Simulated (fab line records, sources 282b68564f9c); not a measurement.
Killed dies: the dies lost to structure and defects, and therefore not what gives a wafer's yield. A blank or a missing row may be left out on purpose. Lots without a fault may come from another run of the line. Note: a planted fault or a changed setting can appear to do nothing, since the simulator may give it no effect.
Which of the tools did it? || flow rit_cmos || 42 wafers from 14 lots sampled at 2 of the route's 202 steps

== WHAT THE GAUGES SHOWED, per wafer ==
RIT_M1_CD_MEAS_90 targets a cd of 2600 nm.
{"lot": "L715", "measured": "day 3 17:59", "on": "cd_sem-01", "cd_nm (nm)": "2602.5 2601.8 2601.3"}
{"lot": "L716", "measured": "day 3 22:42", "on": "cd_sem-02", "cd_nm (nm)": "2599.7 2599.0 2599.5"}
{"lot": "L717", "measured": "day 4 00:25", "on": "cd_sem-02", "cd_nm (nm)": "2599.2 2599.8 2598.2"}
{"lot": "L718", "measured": "day 4 07:52", "on": "cd_sem-02", "cd_nm (nm)": "2599.9 2599.9 2595.5"}
{"lot": "L719", "measured": "day 4 12:33", "on": "cd_sem-02", "cd_nm (nm)": "- - -"}
{"lot": "L720", "measured": "day 4 15:46", "on": "cd_sem-02", "cd_nm (nm)": "- - -"}
{"lot": "L729", "measured": "day 6 12:04", "on": "cd_sem-02", "cd_nm (nm)": "2598.1 2598.8 2597.4"}
{"lot": "L730", "measured": "day 6 20:43", "on": "cd_sem-02", "cd_nm (nm)": "2602.5 2602.6 2599.2"}
{"lot": "L731", "measured": "day 6 21:15", "on": "cd_sem-02", "cd_nm (nm)": "2601.6 2601.9 2601.2"}
{"lot": "L732", "measured": "day 7 06:42", "on": "cd_sem-01", "cd_nm (nm)": "2598.0 2599.1 2597.4"}
{"lot": "L733", "measured": "day 7 10:10", "on": "cd_sem-02", "cd_nm (nm)": "2596.4 2598.4 2596.6"}
{"lot": "L735", "measured": "day 7 18:11", "on": "cd_sem-02", "cd_nm (nm)": "2599.1 2600.6 2603.8"}
{"lot": "L736", "measured": "day 8 00:43", "on": "cd_sem-02", "cd_nm (nm)": "2597.8 2599.6 2598.0"}
{"lot": "L737", "measured": "day 8 03:56", "on": "cd_sem-01", "cd_nm (nm)": "2597.4 2598.8 2598.1"}

== EACH LOT AND THE TOOL THAT RAN IT (in order: tool; ch and the chambers of the sampled wafers; start) ==
{"lot": "L715", "RIT_M1_METAL_ETCH_12": "rie_metal-04 ch 0,1, day 3 17:29"}
{"lot": "L716", "RIT_M1_METAL_ETCH_12": "rie_metal-01 ch 1, day 3 22:08"}
{"lot": "L717", "RIT_M1_METAL_ETCH_12": "rie_metal-02 ch 0, day 3 23:55"}
{"lot": "L718", "RIT_M1_METAL_ETCH_12": "rie_metal-04 ch 0,1, day 4 07:20"}
{"lot": "L719", "RIT_M1_METAL_ETCH_12": "rie_metal-01 ch 0,1, day 4 12:01"}
{"lot": "L720", "RIT_M1_METAL_ETCH_12": "rie_metal-02 ch 0,1, day 4 15:14"}
{"lot": "L729", "RIT_M1_METAL_ETCH_12": "rie_metal-02 ch 0,1, day 6 11:32"}
{"lot": "L730", "RIT_M1_METAL_ETCH_12": "rie_metal-01 ch 0,1, day 6 20:12"}
{"lot": "L731", "RIT_M1_METAL_ETCH_12": "rie_metal-02 ch 0,1, day 6 20:44"}
{"lot": "L732", "RIT_M1_METAL_ETCH_12": "rie_metal-01 ch 0,1, day 7 06:10"}
{"lot": "L733", "RIT_M1_METAL_ETCH_12": "rie_metal-02 ch 0,1, day 7 09:37"}
{"lot": "L735", "RIT_M1_METAL_ETCH_12": "rie_metal-01 ch 0,1, day 7 17:40"}
{"lot": "L736", "RIT_M1_METAL_ETCH_12": "rie_metal-02 ch 0,1, day 8 00:12"}
{"lot": "L737", "RIT_M1_METAL_ETCH_12": "rie_metal-04 ch 0,1, day 8 03:26"}
- RIT_M1_METAL_ETCH_12: etches Al in Cl2/BCl3, stops on SiO2, time 165 s, target depth 600 nm.

== AS READ BY THE TOOLS THEMSELVES (means over the sampled wafers that have a number; for cases with no such wafer, the mark the record gives instead) ==
RIT_M1_METAL_ETCH_12.
{"lot": "L715", "tool": "rie_metal-04", "bcl3_flow_sccm (sccm)": 50.09, "chamber_pressure_mTorr (mTorr)": 100.01, "drypump_motor_current_A (A)": 5.0, "oes_product_au (a.u.)": 0.777, "throttle_valve_pct (%)": 8.49}
{"lot": "L716", "tool": "rie_metal-01", "bcl3_flow_sccm (sccm)": 50.02, "chamber_pressure_mTorr (mTorr)": 99.93, "drypump_motor_current_A (A)": 5.9, "oes_product_au (a.u.)": 0.771, "throttle_valve_pct (%)": 8.36}
{"lot": "L717", "tool": "rie_metal-02", "bcl3_flow_sccm (sccm)": 50.05, "chamber_pressure_mTorr (mTorr)": 99.92, "drypump_motor_current_A (A)": 5.6, "oes_product_au (a.u.)": 0.757, "throttle_valve_pct (%)": 8.41}
{"lot": "L718", "tool": "rie_metal-04", "bcl3_flow_sccm (sccm)": 49.88, "chamber_pressure_mTorr (mTorr)": 99.95, "drypump_motor_current_A (A)": 5.0, "oes_product_au (a.u.)": 0.770, "throttle_valve_pct (%)": 8.51}
{"lot": "L719", "tool": "rie_metal-01", "bcl3_flow_sccm (sccm)": "-", "chamber_pressure_mTorr (mTorr)": "-", "drypump_motor_current_A (A)": "-", "oes_product_au (a.u.)": "-", "throttle_valve_pct (%)": "-"}
{"lot": "L720", "tool": "rie_metal-02", "bcl3_flow_sccm (sccm)": "-", "chamber_pressure_mTorr (mTorr)": "-", "drypump_motor_current_A (A)": "-", "oes_product_au (a.u.)": "-", "throttle_valve_pct (%)": "-"}
{"lot": "L729", "tool": "rie_metal-02", "bcl3_flow_sccm (sccm)": 49.91, "chamber_pressure_mTorr (mTorr)": 100.02, "drypump_motor_current_A (A)": 5.3, "oes_product_au (a.u.)": 0.768, "throttle_valve_pct (%)": 8.35}
{"lot": "L730", "tool": "rie_metal-01", "bcl3_flow_sccm (sccm)": 49.86, "chamber_pressure_mTorr (mTorr)": 100.01, "drypump_motor_current_A (A)": 5.9, "oes_product_au (a.u.)": 0.780, "throttle_valve_pct (%)": 8.32}
{"lot": "L731", "tool": "rie_metal-02", "bcl3_flow_sccm (sccm)": 50.07, "chamber_pressure_mTorr (mTorr)": 100.00, "drypump_motor_current_A (A)": 5.0, "oes_product_au (a.u.)": 0.768, "throttle_valve_pct (%)": 8.27}
{"lot": "L732", "tool": "rie_metal-01", "bcl3_flow_sccm (sccm)": 50.19, "chamber_pressure_mTorr (mTorr)": 99.98, "drypump_motor_current_A (A)": 5.9, "oes_product_au (a.u.)": 0.782, "throttle_valve_pct (%)": 8.32}
{"lot": "L733", "tool": "rie_metal-02", "bcl3_flow_sccm (sccm)": 50.07, "chamber_pressure_mTorr (mTorr)": 100.08, "drypump_motor_current_A (A)": 5.3, "oes_product_au (a.u.)": 0.764, "throttle_valve_pct (%)": 8.35}
{"lot": "L735", "tool": "rie_metal-01", "bcl3_flow_sccm (sccm)": 49.92, "chamber_pressure_mTorr (mTorr)": 100.03, "drypump_motor_current_A (A)": 5.9, "oes_product_au (a.u.)": 0.784, "throttle_valve_pct (%)": 8.32}
{"lot": "L736", "tool": "rie_metal-02", "bcl3_flow_sccm (sccm)": 50.23, "chamber_pressure_mTorr (mTorr)": 99.93, "drypump_motor_current_A (A)": 5.0, "oes_product_au (a.u.)": 0.773, "throttle_valve_pct (%)": 8.27}
{"lot": "L737", "tool": "rie_metal-04", "bcl3_flow_sccm (sccm)": 49.80, "chamber_pressure_mTorr (mTorr)": 100.02, "drypump_motor_current_A (A)": 5.3, "oes_product_au (a.u.)": 0.771, "throttle_valve_pct (%)": 8.47}

== THE ANSWER, worked out from the rows above alone ==
Rule: the usual values come from the lots themselves. The widest of any qualifying gaps counts: lots, ordered by their means at a reading, are off when they make up no more than a third of the lots, leave a main group of 4 or more, and stand apart from it by 3 or more times the standard deviation of that group's means. A main group whose means are all the same, to the digits that the tables above print for the reading, isn't used. A lot without any number at a reading at which 4 lots or more have one is off too. All remaining lots with rows at the step are treated as sound. Order of review: gauges by route order, followed by the tools' own readings, for which a lot's mean as printed above is used. The first step at which some lot is off is used, and at that step the reading that is off furthest; a lot without a number counts as furthest.
Off: L719, L720 (RIT_M1_CD_MEAS_90, cd_nm). Without a number there: L719, L720. Main group: mean 2599.4 nm, sd 1.6.
A tool fits if, at a process step before that reading, it ran every lot that is off, and no sound lot after the first of them. The gauges at RIT_M1_CD_MEAS_90 aren't tried: what is off there is off at RIT_M1_METAL_ETCH_12 too, on other tools, and a gauge's error can't cause that. None of those tried fits.

== WHAT THE SIMULATOR PUT IN ==
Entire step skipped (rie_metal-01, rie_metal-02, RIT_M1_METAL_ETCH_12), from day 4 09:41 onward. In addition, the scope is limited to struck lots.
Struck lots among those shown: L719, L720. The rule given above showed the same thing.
